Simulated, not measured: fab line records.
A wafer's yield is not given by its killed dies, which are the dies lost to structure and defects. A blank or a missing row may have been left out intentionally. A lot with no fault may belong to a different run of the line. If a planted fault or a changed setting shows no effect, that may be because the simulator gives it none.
Struck lot and sound lot, side by side / flow rit cmos / 15 steps out of a route of 202
Sound: wafers L776.1, L776.5, L776.6. Wafers L781.2, L781.3, L781.6 were the ones struck. The cause is given at the end.
Each step with rows lists, per side, the tool, then ch with its chambers, then its first start. Under that, the readings that differ: sound wafers / struck wafers / difference of the means / sigmas: that difference in standard deviations of wafers without a fault.
alike: readings whose means differ by less than 2 such deviations, and words and numbers that are the same on both sides. not compared: withheld readings, readings that some wafer has no value for, bounds like >300 that may hide the same value, and numbers for which the record gives no deviation and whose values overlap.
The two part at a step that has a row with sigmas, a row that says differs or no value, or rows on one side only. When numbers do not overlap yet have no deviation, they are printed without sigmas and do not part them. A reading missing from all wafers of one side parts the sides only when that side holds two or more wafers.

RIT_GATE_THK_MEAS_07:
  sound on film metro-03, day 2 20:12; struck on film metro-01, day 3 16:29
  alike: GATE_OXIDE_THK
then, 1 step without rows for these wafers: RIT_GATE_CVD_08 (deposits poly-Si from SiH4, target thk 250 nm, time 2220 s).
RIT_GATE_THK_MEAS_09:
  sound on film metro-01, day 2 22:42; struck on film metro-04, day 3 19:02
  alike: GATE_POLY_THK
then, 6 steps without rows for these wafers: RIT_GATE_HMDS_10 (prime time 60 s); RIT_GATE_COAT_11 (resist thk 850 nm); RIT_GATE_SOFTBAKE_12 (time 60 s); RIT_GATE_EXPOSE_13 (exposes mask M6, target cd 150 nm); RIT_GATE_PEB_14; RIT_GATE_DEVELOP_15 (develop time 50 s).
RIT_GATE_CD_MEAS_16: the cd target is 150 nm.
  sound on cd sem-02, day 2 23:44; struck on cd sem-02, day 3 20:05
  alike: cd nm
RIT_GATE_OVL_MEAS_17:
  sound on overlay-01, day 2 23:52; struck on overlay-01, day 3 20:11
  alike: GATE_OVL
then, 1 step without rows for these wafers: RIT_GATE_HARDBAKE_18 (time 60 s).
RIT_GATE_ETCH_19: etches poly-Si in SF6/CHF3/O2, stops on SiO2, time 165 s, target depth 312.5 nm.
  sound on rie si-01 ch 2,3, day 3 00:04; struck on rie si-02 ch 0,1,3, day 3 20:22
reading=oes product au (a.u.); sound=0.852 0.854 0.853; struck=1.002 0.976 0.983; difference=+0.134; sigmas=+9
reading=run length s (s); sound=193.0 193.0 193.1; struck=152.1 152.8 152.1; difference=-40.7; sigmas=-83
reading=model.NOVOLAK_of_GATE_COAT_11.thk nm (nm); sound=667.5 666.1 661.3; struck=687.4 688.6 687.5; difference=+22.9; sigmas=
reading=model.etch.depth nm (nm); sound=251.9 250.3 252.5; struck=239.1 230.7 236.7; difference=-16.1; sigmas=
reading=model.GATE.feature depth nm (nm); sound=251.9 250.3 252.5; struck=239.1 230.7 236.7; difference=-16.1; sigmas=
  alike: drypump motor current A, throttle valve pct
  not compared: rf hours counter h
RIT_GATE_STRIP_20: strips in O2, time 180 s.
  sound on plasma asher-04 ch 0,1, day 3 00:10; struck on plasma asher-03 ch 0,1, day 3 20:29
  alike: drypump motor current A, o2 flow sccm
  not compared: rf hours counter h
RIT_M1_PROBE_99:
  record: rows for the struck wafers here (prober-02, day 4 17:58), none for the sound ones

WHERE THEY PART
Last at RIT_M1_PROBE_99 as far as this record goes, first at RIT_GATE_ETCH_19.

WHY: whatever the simulator had introduced
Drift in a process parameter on rie si-02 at RIT_GATE_ETCH_19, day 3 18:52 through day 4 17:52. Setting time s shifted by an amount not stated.
